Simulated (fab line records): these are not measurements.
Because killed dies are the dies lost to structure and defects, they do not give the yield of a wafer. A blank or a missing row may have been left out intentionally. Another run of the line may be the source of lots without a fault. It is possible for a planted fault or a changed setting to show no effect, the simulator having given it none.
Lot-split experiment :: flow berkeleyCmos170 :: route with 331 steps; 5 lots, 23 wafers read

## SPLIT DETAILS
At UCB170_WELLDRIVE_OXIDATION_01 (target thk 199 nm, ox time 9000 s), the setting tempC was moved away from the recipe's 1100 C on 10 of the 23 wafers read, by -1.5% to +2.3%. All remaining wafers had this setting at the recipe value.

There is no step in the file separating the split from the reading.

## THE READING
At UCB170_WELLDRIVE_THK_MEAS_02: WELLDRIVE_OXIDE_THK, given in nm. On this fab line, fault-free wafers typically give 197 nm with a standard deviation of 3.6 nm.

wafer: L074.1
tool, chamber at the split: -, -
tempC as run, C: 1100
against the recipe: recipe
WELLDRIVE_OXIDE_THK, nm: 192
against lot-mates on the recipe: -

wafer: L074.2
tool, chamber at the split: -, -
tempC as run, C: 1100
against the recipe: recipe
WELLDRIVE_OXIDE_THK, nm: 193
against lot-mates on the recipe: -

wafer: L074.3
tool, chamber at the split: -, -
tempC as run, C: 1100
against the recipe: recipe
WELLDRIVE_OXIDE_THK, nm: 193
against lot-mates on the recipe: -

wafer: L074.5
tool, chamber at the split: -, -
tempC as run, C: 1100
against the recipe: recipe
WELLDRIVE_OXIDE_THK, nm: 192
against lot-mates on the recipe: -

wafer: L074.6
tool, chamber at the split: -, -
tempC as run, C: 1100
against the recipe: recipe
WELLDRIVE_OXIDE_THK, nm: 197
against lot-mates on the recipe: -

wafer: L078.1
tool, chamber at the split: -, -
tempC as run, C: 1100
against the recipe: recipe
WELLDRIVE_OXIDE_THK, nm: 192
against lot-mates on the recipe: -

wafer: L078.2
tool, chamber at the split: -, -
tempC as run, C: 1100
against the recipe: recipe
WELLDRIVE_OXIDE_THK, nm: 194
against lot-mates on the recipe: -

wafer: L078.4
tool, chamber at the split: -, -
tempC as run, C: 1100
against the recipe: recipe
WELLDRIVE_OXIDE_THK, nm: 192
against lot-mates on the recipe: -

wafer: L078.5
tool, chamber at the split: -, -
tempC as run, C: 1100
against the recipe: recipe
WELLDRIVE_OXIDE_THK, nm: 192
against lot-mates on the recipe: -

wafer: L078.6
tool, chamber at the split: -, -
tempC as run, C: 1100
against the recipe: recipe
WELLDRIVE_OXIDE_THK, nm: 193
against lot-mates on the recipe: -

wafer: L077.1
tool, chamber at the split: -, -
tempC as run, C: 1084
against the recipe: -1.5%
WELLDRIVE_OXIDE_THK, nm: 173
against lot-mates on the recipe: no lot-mate on the recipe

wafer: L077.2
tool, chamber at the split: -, -
tempC as run, C: 1084
against the recipe: -1.5%
WELLDRIVE_OXIDE_THK, nm: 176
against lot-mates on the recipe: no lot-mate on the recipe

wafer: L077.3
tool, chamber at the split: -, -
tempC as run, C: 1084
against the recipe: -1.5%
WELLDRIVE_OXIDE_THK, nm: 175
against lot-mates on the recipe: no lot-mate on the recipe

wafer: L077.4
tool, chamber at the split: -, -
tempC as run, C: 1084
against the recipe: -1.5%
WELLDRIVE_OXIDE_THK, nm: 178
against lot-mates on the recipe: no lot-mate on the recipe

wafer: L077.5
tool, chamber at the split: -, -
tempC as run, C: 1084
against the recipe: -1.5%
WELLDRIVE_OXIDE_THK, nm: 174
against lot-mates on the recipe: no lot-mate on the recipe

wafer: L080.2
tool, chamber at the split: -, -
tempC as run, C: 1125
against the recipe: +2.3%
WELLDRIVE_OXIDE_THK, nm: 217
against lot-mates on the recipe: no lot-mate on the recipe

wafer: L080.3
tool, chamber at the split: -, -
tempC as run, C: 1125
against the recipe: +2.3%
WELLDRIVE_OXIDE_THK, nm: 217
against lot-mates on the recipe: no lot-mate on the recipe

wafer: L080.4
tool, chamber at the split: -, -
tempC as run, C: 1125
against the recipe: +2.3%
WELLDRIVE_OXIDE_THK, nm: 217
against lot-mates on the recipe: no lot-mate on the recipe

wafer: L080.5
tool, chamber at the split: -, -
tempC as run, C: 1125
against the recipe: +2.3%
WELLDRIVE_OXIDE_THK, nm: 222
against lot-mates on the recipe: no lot-mate on the recipe

wafer: L080.6
tool, chamber at the split: -, -
tempC as run, C: 1125
against the recipe: +2.3%
WELLDRIVE_OXIDE_THK, nm: 216
against lot-mates on the recipe: no lot-mate on the recipe

wafer: L084.2
tool, chamber at the split: furnace-02, 0
tempC as run, C: 1100
against the recipe: recipe
WELLDRIVE_OXIDE_THK, nm: 199
against lot-mates on the recipe: -

wafer: L084.4
tool, chamber at the split: furnace-02, 0
tempC as run, C: 1100
against the recipe: recipe
WELLDRIVE_OXIDE_THK, nm: 196
against lot-mates on the recipe: -

wafer: L084.5
tool, chamber at the split: furnace-02, 0
tempC as run, C: 1100
against the recipe: recipe
WELLDRIVE_OXIDE_THK, nm: 198
against lot-mates on the recipe: -

THE FIT
A straight line over all 23 wafers: WELLDRIVE_OXIDE_THK changes by +11.3 nm for each +1% of tempC; r = +0.98; the points scatter about the line by 2.6 nm.
Too few moved wafers with a lot-mate on the recipe to fit a line net of each lot's own level.

## THE WHOLE CHAIN: every reading that the file lists as answering this split, in the file's order
step: UCB170_WELLDRIVE_OXIDATION_01
what it does: target thk 199 nm, ox time 9000 s
reading: SiO2_of_WELLDRIVE_OXIDATION_01.thkNm (the simulator's own value, which no gauge read)
change (the file's fit): +11.3 nm for each +1% of the setting
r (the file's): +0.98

step: UCB170_WELLDRIVE_THK_MEAS_02
what it does: 
reading: WELLDRIVE_OXIDE_THK
change (the file's fit): +11.3 for each +1% of the setting
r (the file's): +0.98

## FILE'S OWN FIT
WELLDRIVE_OXIDE_THK changes by +11.3 nm for each +1% of tempC, r = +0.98.
